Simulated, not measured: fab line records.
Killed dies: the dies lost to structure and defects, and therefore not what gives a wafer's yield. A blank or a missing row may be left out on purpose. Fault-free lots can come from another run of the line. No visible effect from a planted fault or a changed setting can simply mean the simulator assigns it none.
fab line records    flow rit-cmos
record: lots: 5  wafers: 15  last-day: 7
route steps=202 shown FOX2@25 NWELL@28 PWELL@39 WELLDRIVE@50 NRETRO@53 M1@202
lots that met no fault: taken from a fault-free run of the same line
start-h: start of the lot's first displayed wafer, in hours after the record's first day    wait-h: how many hours have passed since the lot's step before this one    " as in the row above    L1.1+2: a single row standing in for several wafers    - no value present, or no start provided    * or withheld: withheld    < > ~ a bound
route shown NAME@n: NAME is a module with steps in the file, n the number in the route of the first one    usual: mean and standard deviation over wafers with no fault    same: alike in all rows    chamber/n: place in a boat    sites: each site's reading    _std_site: their standard deviation    _edge_site: mean of outer sites minus mean of inner sites    radius-mm: for every site, how far away it sits from the centre of the wafer    mask NAME#n: copy n    behind: the last tool/chamber to shape the wafer    hold: what put the lot on hold/how long, in hours/how the hold closed    device: whichever transistor did not switch (one of n, p or np)    end of line: the route-end tests of the same wafers    for a step that has no rows: nothing shown but its recipe    killed: count of dies lost to structure and defects at first sort (not the wafer's yield)    map: shows each die of a wafer: x if killed, . if not, _ if none is there
set.NAME: the setting as run; set.NAME@STEP: as run at that earlier step    model.NAME: the simulator's own value behind a step, which no gauge read
a table for each step, a row for each wafer; lots at some steps of the route
services: when a tool's chamber went out of use (start-h, in hours from the record's first day, below 0 if earlier), for how many hours, and the reason
== steps ==
step: RIT_FOX2_CLEAN_02
recipe: chemistry: dHF  dilution: 50:1  time-s: 180
step: RIT_FOX2_WET_ETCH_03
recipe: chemistry: H3PO4  target: Si3N4  target-depth-nm: 195  temp-c: 165  time-s: 2700
step: RIT_FOX2_THK_MEAS_90
recipe: reads: SiO2_of_FOX2_OXIDATION_00
usual: FIELD_OXIDE_LEFT_1_THK: 325/4.8
lot.wafer  tool           chamber  start-h  wait-h  FIELD_OXIDE_LEFT_1_THK[nm]
L187.1     film-metro-04  -        66.33    0.0     317
L187.2     "              -        "        "       320
L187.3     "              -        "        "       318
L190.3     film-metro-04  -        80.82    0.0     318
L190.4     "              -        "        "       320
L190.5     "              -        "        "       322
L193.1     film-metro-01  -        95.13    0.0     324
L193.3     "              -        "        "       324
L193.6     "              -        "        "       323
L194.3     film-metro-04  -        101.85   0.0     324
L194.5     "              -        "        "       325
L194.6     "              -        "        "       325
L198.1     film-metro-04  -        120.92   0.0     324
L198.2     "              -        "        "       322
L198.5     "              -        "        "       326
step: RIT_NWELL_HMDS_00
recipe: prime-time-s: 60  prime-temp-c: 140
step: RIT_NWELL_COAT_01
recipe: resist: NOVOLAK  spin-rpm: 2000  resist-thk-nm: 1300
step: RIT_NWELL_SOFTBAKE_02
recipe: resist: NOVOLAK  temp-c: 90  time-s: 60
step: RIT_NWELL_EXPOSE_03
recipe: mask-id: M2  na: 0.57  target-cd-nm: 43900  dose-mj: 250
step: RIT_NWELL_PEB_04
recipe: resist: NOVOLAK  temp-c: withheld  time-s: withheld
step: RIT_NWELL_DEVELOP_05
recipe: resist: NOVOLAK  develop-time-s: 68  dev-temp-c: 23
step: RIT_NWELL_OVL_MEAS_06
usual: NWELL_OVL: 0.1/1.4
lot.wafer  tool        chamber  start-h  wait-h  NWELL_OVL[nm]
L187.1     overlay-01  -        67.27    -       -0.1
L187.2     "           -        "        "       -1.1
L187.3     "           -        "        "       -3.2
L190.3     overlay-02  -        81.88    -       0.5
L190.4     "           -        "        "       -0.5
L190.5     "           -        "        "       0.8
L193.1     overlay-01  -        96.19    -       2.5
L193.3     "           -        "        "       1.8
L193.6     "           -        "        "       0.6
L194.3     overlay-02  -        102.91   -       1.0
L194.5     "           -        "        "       1.8
L194.6     "           -        "        "       3.6
L198.1     overlay-02  -        121.99   -       -0.9
L198.2     "           -        "        "       -0.7
L198.5     "           -        "        "       -0.6
step: RIT_NWELL_HARDBAKE_07
recipe: resist: NOVOLAK  temp-c: 141.1  time-s: 120
step: RIT_NWELL_IMPLANT_08
recipe: species: P  energy-kev: 170  dose-cm2: 5e+13  tilt-deg: 7
step: RIT_NWELL_STRIP_09
recipe: chemistry: O2  time-s: 180  resist: NOVOLAK  platen-temp-c: withheld  power-w: 500  pressure-mtorr: 4000  o2-flow-sccm: 4000
usual: drypump-motor-current-A: 5.9/0.54  run-length-s: 208.2/0.46
lot.wafer  tool             chamber  start-h  wait-h  drypump-motor-current-A  rf-hours-counter-h  run-length-s  model.NOVOLAK_of_NWELL_COAT_01.thk-nm
L187.1     plasma-asher-01  0        67.71    0.1     6.6                      42                  208.8         0
L187.2     "                1        "        "       6.0                      42                  208.5         0
L187.3     "                1        "        "       6.0                      -                   208.0         0
L190.3     plasma-asher-01  0        82.36    0.1     6.6                      -                   208.8         0
L190.4     "                1        "        "       6.0                      -                   208.5         0
L190.5     "                1        "        "       6.1                      -                   208.9         0
L193.1     plasma-asher-01  1        96.63    0.1     6.0                      45                  72.1          341.3
L193.3     "                1        "        "       6.0                      -                   72.4          341.4
L193.6     "                0        "        "       6.6                      -                   72.0          339.2
L194.3     plasma-asher-04  1        103.39   0.1     5.2                      -                   208.3         0
L194.5     "                0        "        "       5.9                      -                   208.6         0
L194.6     "                1        "        "       5.2                      -                   208.2         0
L198.1     plasma-asher-03  1        122.43   0.1     5.1                      32                  208.4         0
L198.2     "                0        "        "       6.1                      32                  207.6         0
L198.5     "                1        "        "       5.1                      -                   207.7         0
step: RIT_NWELL_TW_MEAS_10
usual: NWELL_TW: 2151/11
lot.wafer  tool           chamber  start-h  wait-h  NWELL_TW
L187.1     film-metro-02  -        67.88    0.1     2150
L187.2     "              -        "        "       2144
L187.3     "              -        "        "       2143
L190.3     film-metro-04  -        82.50    0.1     2152
L190.4     "              -        "        "       2139
L190.5     "              -        "        "       2143
L193.1     film-metro-02  -        96.80    0.1     2149
L193.3     "              -        "        "       2152
L193.6     "              -        "        "       2151
L194.3     film-metro-02  -        103.52   0.1     2164
L194.5     "              -        "        "       2144
L194.6     "              -        "        "       2145
L198.1     film-metro-02  -        122.60   0.1     2158
L198.2     "              -        "        "       2166
L198.5     "              -        "        "       2166
step: RIT_PWELL_HMDS_00
recipe: prime-time-s: 60  prime-temp-c: 140
step: RIT_PWELL_COAT_01
recipe: resist: NOVOLAK  spin-rpm: 2000  resist-thk-nm: 1300
step: RIT_PWELL_SOFTBAKE_02
recipe: resist: NOVOLAK  temp-c: 90  time-s: 60
step: RIT_PWELL_EXPOSE_03
recipe: mask-id: M3  na: 0.57  target-cd-nm: 43700  dose-mj: 250
step: RIT_PWELL_PEB_04
recipe: resist: NOVOLAK  temp-c: withheld  time-s: withheld
step: RIT_PWELL_DEVELOP_05
recipe: resist: NOVOLAK  develop-time-s: 68  dev-temp-c: 23
step: RIT_PWELL_OVL_MEAS_06
usual: PWELL_OVL: 1.3/1.3
lot.wafer  tool        chamber  start-h  wait-h  PWELL_OVL[nm]
L187.1     overlay-02  -        68.82    -       0.8
L187.2     "           -        "        "       1.1
L187.3     "           -        "        "       0.4
L190.3     overlay-02  -        83.43    -       3.0
L190.4     "           -        "        "       1.9
L190.5     "           -        "        "       1.7
L193.1     overlay-02  -        97.74    -       2.0
L193.3     "           -        "        "       1.7
L193.6     "           -        "        "       -0.7
L194.3     overlay-01  -        104.46   -       1.2
L194.5     "           -        "        "       1.1
L194.6     "           -        "        "       3.1
L198.1     overlay-01  -        123.56   -       3.3
L198.2     "           -        "        "       1.5
L198.5     "           -        "        "       1.5
step: RIT_PWELL_HARDBAKE_07
recipe: resist: NOVOLAK  temp-c: 140  time-s: 120
step: RIT_PWELL_IMPLANT_08
recipe: species: B  energy-kev: 170  dose-cm2: 7e+13  tilt-deg: 7.294
step: RIT_PWELL_STRIP_09
recipe: chemistry: O2  time-s: 180  resist: NOVOLAK  platen-temp-c: withheld  power-w: 500  pressure-mtorr: 4000  o2-flow-sccm: 4000
usual: drypump-motor-current-A: 5.8/0.78  run-length-s: 208.1/0.4
lot.wafer  tool             chamber  start-h  wait-h  drypump-motor-current-A  rf-hours-counter-h  run-length-s
L187.1     plasma-asher-01  1        69.26    0.1     6.1                      42                  208.5
L187.2     "                0        "        "       6.6                      42                  209.0
L187.3     "                0        "        "       6.6                      -                   208.5
L190.3     plasma-asher-03  1        83.91    0.1     5.1                      -                   208.0
L190.4     "                0        "        "       6.1                      -                   207.8
L190.5     "                0        "        "       6.1                      -                   207.4
L193.1     plasma-asher-02  0        98.18    0.1     4.6                      46                  208.4
L193.3     "                0        "        "       4.6                      -                   208.9
L193.6     "                1        "        "       6.4                      -                   207.6
L194.3     plasma-asher-01  0        104.94   0.1     6.6                      -                   208.5
L194.5     "                0        "        "       6.6                      -                   208.9
L194.6     "                1        "        "       6.1                      -                   208.4
L198.1     plasma-asher-01  0        124.00   0.1     6.6                      48                  208.6
L198.2     "                1        "        "       6.0                      48                  208.1
L198.5     "                1        "        "       6.0                      -                   208.6
step: RIT_PWELL_TW_MEAS_10
usual: PWELL_TW: 952/5.6
lot.wafer  tool           chamber  start-h  wait-h  PWELL_TW
L187.1     film-metro-04  -        69.43    0.1     954
L187.2     "              -        "        "       945
L187.3     "              -        "        "       947
L190.3     film-metro-04  -        84.05    0.1     957
L190.4     "              -        "        "       958
L190.5     "              -        "        "       951
L193.1     film-metro-04  -        98.35    0.1     943
L193.3     "              -        "        "       954
L193.6     "              -        "        "       951
L194.3     film-metro-04  -        105.08   0.1     950
L194.5     "              -        "        "       948
L194.6     "              -        "        "       952
L198.1     film-metro-01  -        124.17   0.1     965
L198.2     "              -        "        "       960
L198.5     "              -        "        "       961
step: RIT_WELLDRIVE_ANNEAL_00
recipe: temp-c: 1100  time-s: 14700  ambient: N2
step: RIT_WELLDRIVE_RS_MEAS_01
recipe: thk-meas-gauge: four-point-probe
usual: NWELL_RS: 275.5/0.62
lot.wafer  tool           chamber  start-h  wait-h  NWELL_RS[ohm/sq]
L187.1     film-metro-04  -        74.58    0.0     274.9
L187.2     "              -        "        "       276.4
L187.3     "              -        "        "       275.5
L190.3     film-metro-04  -        89.92    0.0     275.6
L190.4     "              -        "        "       275.4
L190.5     "              -        "        "       275.4
L193.1     film-metro-01  -        105.30   0.0     275.9
L193.3     "              -        "        "       275.5
L193.6     "              -        "        "       275.1
L194.3     film-metro-01  -        110.43   0.0     275.3
L194.5     "              -        "        "       275.8
L194.6     "              -        "        "       276.3
L198.1     film-metro-04  -        129.64   0.0     275.9
L198.2     "              -        "        "       275.7
L198.5     "              -        "        "       276.4
step: RIT_WELLDRIVE_RS_MEAS_02
recipe: thk-meas-gauge: four-point-probe
usual: PWELL_RS: 429.4/1.1
lot.wafer  tool           chamber  start-h  wait-h  PWELL_RS[ohm/sq]
L187.1     film-metro-04  -        74.70    0.1     428.8
L187.2     "              -        "        "       429.3
L187.3     "              -        "        "       428.8
L190.3     film-metro-04  -        90.04    0.1     428.1
L190.4     "              -        "        "       426.6
L190.5     "              -        "        "       427.5
L193.1     film-metro-01  -        105.42   0.1     428.0
L193.3     "              -        "        "       428.3
L193.6     "              -        "        "       428.7
L194.3     film-metro-01  -        110.55   0.1     430.9
L194.5     "              -        "        "       431.1
L194.6     "              -        "        "       429.7
L198.1     film-metro-04  -        129.76   0.1     428.3
L198.2     "              -        "        "       427.2
L198.5     "              -        "        "       428.2
step: RIT_NRETRO_HMDS_00
recipe: prime-time-s: 60  prime-temp-c: 140
step: RIT_NRETRO_COAT_01
recipe: resist: NOVOLAK  spin-rpm: 2000  resist-thk-nm: 1300
step: RIT_NRETRO_SOFTBAKE_02
recipe: resist: NOVOLAK  temp-c: 90  time-s: 60
step: RIT_NRETRO_EXPOSE_03
recipe: mask-id: M4  na: 0.57  target-cd-nm: 43900  dose-mj: 250
step: RIT_NRETRO_PEB_04
recipe: resist: NOVOLAK  temp-c: withheld  time-s: withheld
step: RIT_NRETRO_DEVELOP_05
recipe: resist: NOVOLAK  develop-time-s: 68  dev-temp-c: 23
step: RIT_NRETRO_OVL_MEAS_06
usual: NRETRO_OVL: 1.1/0.96
lot.wafer  tool        chamber  start-h  wait-h  NRETRO_OVL[nm]
L187.1     overlay-01  -        75.82    -       1.8
L187.2     "           -        "        "       3.1
L187.3     "           -        "        "       2.8
L190.3     overlay-02  -        91.14    -       1.7
L190.4     "           -        "        "       0.2
L190.5     "           -        "        "       1.7
L193.1     overlay-01  -        106.55   -       0.7
L193.3     "           -        "        "       0.2
L193.6     "           -        "        "       3.0
L194.3     overlay-02  -        111.52   -       1.1
L194.5     "           -        "        "       0.0
L194.6     "           -        "        "       0.5
L198.1     overlay-02  -        130.76   -       1.4
L198.2     "           -        "        "       1.4
L198.5     "           -        "        "       1.2
step: RIT_NRETRO_HARDBAKE_07
recipe: resist: NOVOLAK  temp-c: 140  time-s: 120
step: RIT_NRETRO_IMPLANT_08
recipe: species: P  energy-kev: 70  dose-cm2: 1e+13  tilt-deg: 7.126
step: RIT_NRETRO_STRIP_09
recipe: chemistry: O2  time-s: 180  resist: NOVOLAK  platen-temp-c: withheld  power-w: 500  pressure-mtorr: 4000  o2-flow-sccm: 4000
usual: drypump-motor-current-A: 5.8/0.71  run-length-s: 208.3/0.38
lot.wafer  tool             chamber  start-h  wait-h  drypump-motor-current-A  rf-hours-counter-h  run-length-s
L187.1     plasma-asher-02  0        76.26    0.1     4.6                      43                  208.4
L187.2     "                1        "        "       6.4                      43                  208.0
L187.3     "                0        "        "       4.6                      -                   208.1
L190.3     plasma-asher-04  1        91.62    0.1     5.2                      -                   208.2
L190.4     "                0        "        "       5.9                      -                   208.6
L190.5     "                1        "        "       5.2                      -                   208.1
L193.1     plasma-asher-01  0        106.98   0.1     6.6                      46                  208.8
L193.3     "                0        "        "       6.6                      -                   208.4
L193.6     "                1        "        "       6.1                      -                   208.1
L194.3     plasma-asher-01  0        112.00   0.1     6.6                      -                   208.5
L194.5     "                1        "        "       6.1                      -                   208.2
L194.6     "                0        "        "       6.6                      -                   208.7
L198.1     plasma-asher-02  1        131.19   0.1     6.4                      2                   207.8
L198.2     "                0        "        "       4.6                      2                   208.1
L198.5     "                0        "        "       4.6                      -                   208.7
step: RIT_NRETRO_TW_MEAS_10
usual: NRETRO_TW: 1050/7.5
lot.wafer  tool           chamber  start-h  wait-h  hold                      NRETRO_TW
L187.1     film-metro-01  -        76.43    0.1     -                         1053
L187.2     "              -        "        "       -                         1055
L187.3     "              -        "        "       -                         1049
L190.3     film-metro-01  -        91.76    0.1     -                         1055
L190.4     "              -        "        "       -                         1054
L190.5     "              -        "        "       -                         1053
L193.1     film-metro-02  -        107.16   0.1     await-dispo/0.2h/release  31
L193.3     "              -        "        "       await-dispo/0.2h/release  30
L193.6     "              -        "        "       await-dispo/0.2h/release  31
L193.1     film-metro-02  -        107.39   0.2     -                         31
L193.3     "              -        "        "       -                         31
L193.6     "              -        "        "       -                         31
L194.3     film-metro-03  -        112.14   0.1     -                         1039
L194.5     "              -        "        "       -                         1036
L194.6     "              -        "        "       -                         1042
L198.1     film-metro-03  -        131.37   0.1     -                         1046
L198.2     "              -        "        "       -                         1040
L198.5     "              -        "        "       -                         1037
step: RIT_M1_PROBE_99
usual: defect-limited-yield: 97.5/1.2  killed-at-contacts: 0.1/0.23  killed-at-front-end: 6/3.2  killed-dies: 7/3.2  killed-on-rim: 1.7/1.4  killed-open: 3.4/1.8  killed-short: 3.2/2.3  sort_bin_3_pad_short: 0.1/0.23  sort_bin_5_function: 1.4/0.81  sort_bin_6_memory: 0.9/0.7  sort-n-pass: 257/3.2  sort-yield-pct: 97.5/1.2
same: gross-dies: 264  killed_at_M0_to_M3: 0  killed_at_M4_up: 0  killed-at-back-side: 0  killed-at-other: 0
lot.wafer  tool       chamber  start-h  wait-h  defect-limited-yield[%]  killed-at-contacts  killed-at-front-end  killed-dies  killed-on-rim  killed-open  killed-short  sort_bin_3_pad_short[%]  sort_bin_5_function[%]  sort_bin_6_memory[%]  sort-n-pass  sort-yield-pct[%]
L187.1     prober-02  -        104.97   0.1     98.9                     0                   3                    3            0              1            2             0.4                      0                       0.8                   261          98.9
L187.2     prober-02  -        105.02   0.1     95.5                     0                   12                   12           6              7            5             0                        3.4                     1.1                   252          95.5
L187.3     prober-02  -        105.07   0.2     98.1                     0                   5                    5            1              1            4             0.4                      1.1                     0.4                   259          98.1
L190.3     prober-01  -        120.36   0.2     97.3                     0                   7                    7            4              3            4             0                        0.8                     1.9                   257          97.3
L190.4     prober-01  -        120.41   0.2     97.0                     0                   8                    8            1              3            5             0.4                      1.5                     1.1                   256          97.0
L190.5     prober-01  -        120.46   0.2     99.6                     0                   1                    1            0              1            0             0                        0                       0.4                   263          99.6
L194.3     prober-01  -        138.33   0.2     97.7                     0                   6                    6            1              3            3             0                        1.5                     0.8                   258          97.7
L194.5     prober-01  -        138.43   0.2     98.5                     0                   4                    4            0              2            2             0                        0.4                     1.1                   260          98.5
L194.6     prober-01  -        138.48   0.2     98.5                     0                   4                    4            1              1            3             0                        0.8                     0.8                   260          98.5
L198.1     prober-01  -        159.95   0.1     97.3                     0                   7                    7            3              4            3             0                        1.9                     0.8                   257          97.3
L198.2     prober-01  -        160.00   0.1     96.2                     1                   9                    10           2              6            4             0                        3.0                     0.8                   254          96.2
L198.5     prober-01  -        160.15   0.2     98.5                     0                   4                    4            0              3            1             0                        0.8                     0.8                   260          98.5
killed by level:class
L187.1 FOX1:geometric-particle:short=1 FOX2:geometric-particle:open=1 GATE:geometric-particle:short=1
L187.2 SPACER:geometric-particle:open=3 GATE:geometric-particle:open=2 SPACER:geometric-particle:short=2 FOX1:geometric-particle:open=1 FOX1:geometric-particle:short=1 GATE:geometric-particle:short=1 REOX:geometric-particle:short=1 REOX:geometric-particle:open=1
L187.3 GATE:geometric-particle:short=2 SPACER:geometric-particle:short=2 REOX:geometric-particle:open=1
L190.3 FOX1:geometric-particle:short=2 FOX2:geometric-particle:open=1 FOX2:geometric-particle:short=1 GATE:geometric-particle:short=1 GATE:geometric-particle:open=1 SPACER:geometric-particle:open=1
L190.4 GATE:geometric-particle:short=5 GATE:geometric-particle:open=2 FOX1:geometric-particle:open=1
L190.5 FOX1:geometric-particle:open=1
L194.3 GATE:geometric-particle:short=2 FOX1:geometric-particle:short=1 FOX1:geometric-particle:open=1 GATE:geometric-particle:open=1 REOX:geometric-particle:open=1
L194.5 FOX2:geometric-particle:open=1 GATE:geometric-particle:short=1 GATE:geometric-particle:open=1 REOX:geometric-particle:short=1
L194.6 SILICIDE:geometric-particle:short=1 GATE:geometric-particle:open=1 GATE:geometric-particle:short=1 REOX:geometric-particle:short=1
L198.1 GATE:geometric-particle:open=2 SILICIDE:geometric-particle:short=2 FOX1:geometric-particle:short=1 SPACER:geometric-particle:open=1 SILICIDE:geometric-particle:open=1
L198.2 GATE:geometric-particle:open=3 SPACER:geometric-particle:open=2 FOX2:geometric-particle:short=1 GATE:geometric-particle:short=1 SILICIDE:geometric-particle:short=1 SILICIDE:geometric-particle:open=1 CONTACT:geometric-particle:short=1
L198.5 FOX1:geometric-particle:open=3 FOX1:geometric-particle:short=1
== services ==
tool             chamber  start-h  hours  kind
plasma-asher-04  -        52.09    2.0    repair
plasma-asher-04  -        81.01    2.8    pm
plasma-asher-02  -        108.75   9.0    pm
plasma-asher-02  0        108.75   9.0    vent-cycle
plasma-asher-02  1        108.75   9.0    vent-cycle
plasma-asher-03  -        111.20   2.5    repair
plasma-asher-02  0        117.75   -      clean
plasma-asher-02  1        117.75   -      clean
== key ==
first-sign: step: RIT_NWELL_STRIP_09  reading: run-length-s  direction: down  sigmas: 99+  usual: *  struck: *
effect: step: RIT_NRETRO_TW_MEAS_10  reading: NRETRO_TW  direction: down  sigmas: 99+  usual: 1050  struck: 31
model-effect: step: RIT_NWELL_STRIP_09  value: NOVOLAK_of_NWELL_COAT_01.thk-nm  without: 0  struck: 340.6
met-at RIT_NWELL_STRIP_09
struck-wafers L193.1,L193.3,L193.6
scrapped-behind RIT_NRETRO_TW_MEAS_10 L193.1,L193.3,L193.6
onset-between 82.36 96.63
fault: kind: strip-aborted  tool: plasma-asher-01  chamber: -  onset-h: 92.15  steps: RIT_NWELL_STRIP_09  offset: 0.6  end-h: 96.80
